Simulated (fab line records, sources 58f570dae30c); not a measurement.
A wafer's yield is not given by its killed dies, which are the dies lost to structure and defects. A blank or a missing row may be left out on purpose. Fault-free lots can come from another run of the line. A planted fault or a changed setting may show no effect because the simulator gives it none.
fab line records | flow berkeley_cmos170 | part 2 of 2: steps 34 to 46 of 46
[record] lots = 5 wafers = 15 last_day = 10
route steps=331 shown ACTIVE@61 PFIELD@79 FIELD@89 SACOX@97 SCREENOX@100 NVT@104
lots with no fault: from the same line, run without faults
start_h: hours from the record's first day to the start of the lot's first wafer shown | wait_h: how many hours have passed since the lot's step before this one | " repeats the value in the row above | L1.1+2: a row that stands for several wafers | - value missing, or start not given | * or withheld: withheld | < > ~ a bound
route shown NAME@n: NAME is a module with steps in the file, n the number in the route of the first one | usual: mean/standard deviation of fault-free wafers | same: alike in all rows | chamber/n: place in a boat | sites: each site's reading | _std_site: their standard deviation | _edge_site: mean of outer sites minus mean of inner sites | radius_mm: how far each site lies from the wafer's centre | mask NAME#n: copy n | behind: the tool/chamber that last shaped the wafer | hold: reason for holding the lot/hours on hold/outcome of the hold | device: the n, p or np transistor that did not switch | end of line: tests of these same wafers at the route's end | step lacking rows: just its recipe | killed: count of dies lost to structure and defects at first sort (not the wafer's yield) | map: the dies of a wafer, with x for killed, . for not killed, _ for no die there
set.NAME: the setting that was run; set.NAME@STEP: the one run at that earlier step | model.NAME: the simulator's own value behind a step, which no gauge read
lots at some steps of the route; a table a step, a row a wafer
services: when a tool's chamber went out of use (start_h, in hours from the record's first day, below 0 if earlier), for how many hours, and the reason
[[steps]]
[step UCB170_FIELD_WET_ETCH_05]
[recipe] chemistry = H3PO4 target = Si3N4 temp_c = 160 time_s = 12600
// columns lot.wafer tool chamber start_h wait_h
L076.3+4+5 wet_bench-01 1 98.74 0.3
L080.2+4+5 wet_bench-01 3 120.58 0.0
L082.1+4+6 wet_bench-04 2 129.59 0.0
L083.1+4+5 wet_bench-01 2 136.03 0.0
L086.2+3+4 wet_bench-04 0 151.38 0.0
[step UCB170_FIELD_WET_ETCH_06]
[recipe] chemistry = BOE dilution = 5:1 target = SiO2 temp_c = 25 time_s = 22
// columns lot.wafer tool chamber start_h wait_h
L076.3+4+5 wet_bench-04 3 102.25 0.0
L080.2+4+5 wet_bench-02 2 124.09 0.0
L082.1+4+6 wet_bench-01 3 133.10 0.0
L083.1+4+5 wet_bench-02 3 139.54 0.0
L086.2+3+4 wet_bench-01 3 155.55 0.0
[step UCB170_FIELD_THK_MEAS_90]
[recipe] reads = SiO2_of_FIELD_OXIDATION_01
[usual] FIELD_OXIDE_LEFT_1_THK = 444/11
// columns lot.wafer tool chamber start_h wait_h FIELD_OXIDE_LEFT_1_THK[nm]
L076.3 film_metro-02 - 102.28 0.0 440
L076.4 " - " " 447
L076.5 " - " " 450
L080.2 film_metro-04 - 124.12 0.0 453
L080.4 " - " " 450
L080.5 " - " " 452
L082.1 film_metro-02 - 133.11 0.0 458
L082.4 " - " " 459
L082.6 " - " " 464
L083.1 film_metro-03 - 139.55 0.0 438
L083.4 " - " " 434
L083.5 " - " " 442
L086.2 film_metro-04 - 155.58 0.0 432
L086.3 " - " " 436
L086.4 " - " " 436
[step UCB170_SACOX_CLEAN_00]
[recipe] chemistry = dHF dilution = 25:1 time_s = 7.5
// columns lot.wafer tool chamber start_h wait_h
L076.3+4+5 wet_bench-01 0 102.42 0.1
L080.2+4+5 wet_bench-01 2 124.17 0.0
L082.1+4+6 wet_bench-03 0 133.17 0.1
L083.1+4+5 wet_bench-01 0 139.61 0.1
L086.2+3+4 wet_bench-02 3 155.63 0.0
[step UCB170_SACOX_OXIDATION_01]
[recipe] temp_c = 900 ambient = O2 target_thk_a = 144 ox_time_s = 2400
[usual] zone_power_centre_pct = 40.6/1.3
// columns lot.wafer tool chamber start_h wait_h zone_power_centre_pct
L076.3 furnace-01 0 103.86 1.4 42.2
L076.4 " 0 " " 42.7
L076.5 " 0 " " 42.3
L080.2 furnace-02 0 128.82 4.6 39.9
L080.4 " 0 " " 40.1
L080.5 " 0 " " 39.5
L082.1 furnace-03 0 135.45 2.3 40.2
L082.4 " 0 " " 40.4
L082.6 " 0 " " 40.0
L083.1 furnace-02 0 142.52 2.9 40.0
L083.4 " 0 " " 39.7
L083.5 " 0 " " 39.9
L086.2 furnace-03 0 159.13 3.5 39.6
L086.3 " 0 " " 40.0
L086.4 " 0 " " 40.9
[step UCB170_SACOX_THK_MEAS_02]
[recipe] reads = SiO2_of_SACOX_OXIDATION_01
[usual] SACOX_OXIDE_THK = 14.39/0.23
// columns lot.wafer tool chamber start_h wait_h SACOX_OXIDE_THK[nm]
L076.3 film_metro-02 - 105.55 0.0 14.70
L076.4 " - " " 14.50
L076.5 " - " " 14.50
L080.2 film_metro-04 - 130.49 0.0 14.22
L080.4 " - " " 14.40
L080.5 " - " " 14.42
L082.1 film_metro-02 - 137.11 0.0 14.32
L082.4 " - " " 14.59
L082.6 " - " " 14.27
L083.1 film_metro-04 - 144.18 0.0 14.36
L083.4 " - " " 14.21
L083.5 " - " " 14.11
L086.2 film_metro-02 - 160.81 0.0 14.56
L086.3 " - " " 14.62
L086.4 " - " " 14.25
[step UCB170_SCREENOX_WET_ETCH_00]
[recipe] chemistry = dHF dilution = 25:1 target = SiO2 temp_c = 25 time_s = 200
// columns lot.wafer tool chamber start_h wait_h
L076.3+4+5 wet_bench-01 3 105.59 0.0
L080.2+4+5 wet_bench-01 1 130.54 0.0
L082.1+4+6 wet_bench-04 0 138.65 1.5
L083.1+4+5 wet_bench-01 1 144.24 0.1
L086.2+3+4 wet_bench-01 3 161.10 0.3
[step UCB170_SCREENOX_OXIDATION_01]
[recipe] temp_c = 900 ambient = O2 target_thk_a = 144 ox_time_s = 2400
[usual] zone_power_centre_pct = 45/6.1
// columns lot.wafer tool chamber start_h wait_h zone_power_centre_pct
L076.3 furnace-03 0 109.58 3.9 40
L076.4 " 0 " " 40
L076.5 " 0 " " 40
L080.2 furnace-04 0 133.52 2.9 55
L080.4 " 0 " " 54
L080.5 " 0 " " 54
L082.1 furnace-03 0 141.45 2.7 40
L082.4 " 0 " " 40
L082.6 " 0 " " 39
L083.1 furnace-03 0 148.36 4.1 40
L083.4 " 0 " " 40
L083.5 " 0 " " 40
L086.2 furnace-01 0 163.52 2.4 42
L086.3 " 0 " " 42
L086.4 " 0 " " 43
[step UCB170_SCREENOX_THK_MEAS_02]
[recipe] reads = SiO2_of_SCREENOX_OXIDATION_01
[usual] SCREENOX_OXIDE_THK = 14.3/0.33
// columns lot.wafer tool chamber start_h wait_h SCREENOX_OXIDE_THK[nm]
L076.3 film_metro-01 - 111.27 0.0 14.6
L076.4 " - " " 14.7
L076.5 " - " " 14.9
L080.2 film_metro-03 - 135.19 0.0 14.2
L080.4 " - " " 13.9
L080.5 " - " " 14.0
L082.1 film_metro-03 - 143.11 0.0 14.0
L082.4 " - " " 14.2
L082.6 " - " " 13.9
L083.1 film_metro-03 - 150.03 0.0 14.7
L083.4 " - " " 14.9
L083.5 " - " " 14.7
L086.2 film_metro-01 - 165.19 0.0 14.4
L086.3 " - " " 14.4
L086.4 " - " " 14.4
[step UCB170_SCREENOX_ANNEAL_03]
[recipe] temp_c = 900 time_s = 900 ambient = N2
[usual] zone_power_centre_pct = 46/6.6
// columns lot.wafer tool chamber start_h wait_h zone_power_centre_pct
L076.3 furnace-04 0 111.89 0.6 54
L076.4 " 0 " " 55
L076.5 " 0 " " 54
L080.2 furnace-04 0 137.77 2.6 54
L080.4 " 0 " " 55
L080.5 " 0 " " 54
L082.1 furnace-03 0 147.11 4.0 40
L082.4 " 0 " " 40
L082.6 " 0 " " 40
L083.1 furnace-01 0 153.17 3.1 43
L083.4 " 0 " " 43
L083.5 " 0 " " 43
L086.2 furnace-04 0 166.95 1.7 54
L086.3 " 0 " " 55
L086.4 " 0 " " 55
[step UCB170_NVT_HMDS_00]
[recipe] prime_time_s = 60 prime_temp_c = 100
[same] prime_time_s = 60
// columns lot.wafer tool chamber start_h wait_h
L076.3+4+5 litho_track-01 0 113.29 0.1
L080.2+4+5 litho_track-03 0 139.59 0.6
L082.1+4+6 litho_track-01 0 148.36 0.0
L083.1+4+5 litho_track-01 0 154.85 0.4
L086.2+3+4 litho_track-01 0 168.60 0.4
[step UCB170_NVT_COAT_01]
[recipe] resist = KrF spin_rpm = 1500 resist_thk_nm = 900
// columns lot.wafer tool chamber start_h wait_h
L076.3+4+5 litho_track-01 0 113.44 0.1
L080.2+4+5 litho_track-03 0 139.74 0.1
L082.1+4+6 litho_track-01 0 148.51 0.1
L083.1+4+5 litho_track-01 0 155.00 0.1
L086.2+3+4 litho_track-01 0 168.75 0.1
[step UCB170_NVT_SOFTBAKE_02]
[recipe] resist = KrF temp_c = 130 time_s = 60
// columns lot.wafer tool chamber start_h wait_h
L076.3+4+5 litho_track-01 0 113.59 0.1
L080.2+4+5 litho_track-03 0 139.89 0.1
L082.1+4+6 litho_track-01 0 148.66 0.1
L083.1+4+5 litho_track-01 0 155.15 0.1
L086.2+3+4 litho_track-01 0 168.90 0.1
[[services]]
// columns tool chamber start_h hours kind
krf_scanner-01 - 57.13 0.2 repair
rie_diel-02 0 57.77 8.9 repair
krf_scanner-01 - 62.37 1.0 pm
krf_scanner-02 - 63.42 1.3 pm
rie_diel-02 0 67.05 9.3 repair
implanter-02 - 68.79 2.1 repair
krf_scanner-02 - 78.92 8.5 repair
krf_scanner-01 - 87.38 0.8 pm
rie_diel-04 - 92.21 0.2 repair
furnace-01 - 99.41 3.1 pm
rie_diel-04 1 108.63 6.2 repair
plasma_asher-04 - 108.75 9.0 pm
implanter-01 - 113.13 15.3 repair
furnace-04 - 113.14 2.7 pm
lpcvd-02 - 113.46 6.0 pm
rie_diel-04 1 115.04 8.9 repair
furnace-01 - 120.56 3.6 pm
furnace-01 - 124.19 4.0 pm
lpcvd-02 - 126.14 6.1 pm
implanter-01 - 126.59 5.9 repair
krf_scanner-02 - 138.36 1.0 pm
krf_scanner-01 - 159.99 4.0 pm
krf_scanner-02 - 167.63 0.8 pm
furnace-03 - 168.30 3.9 pm
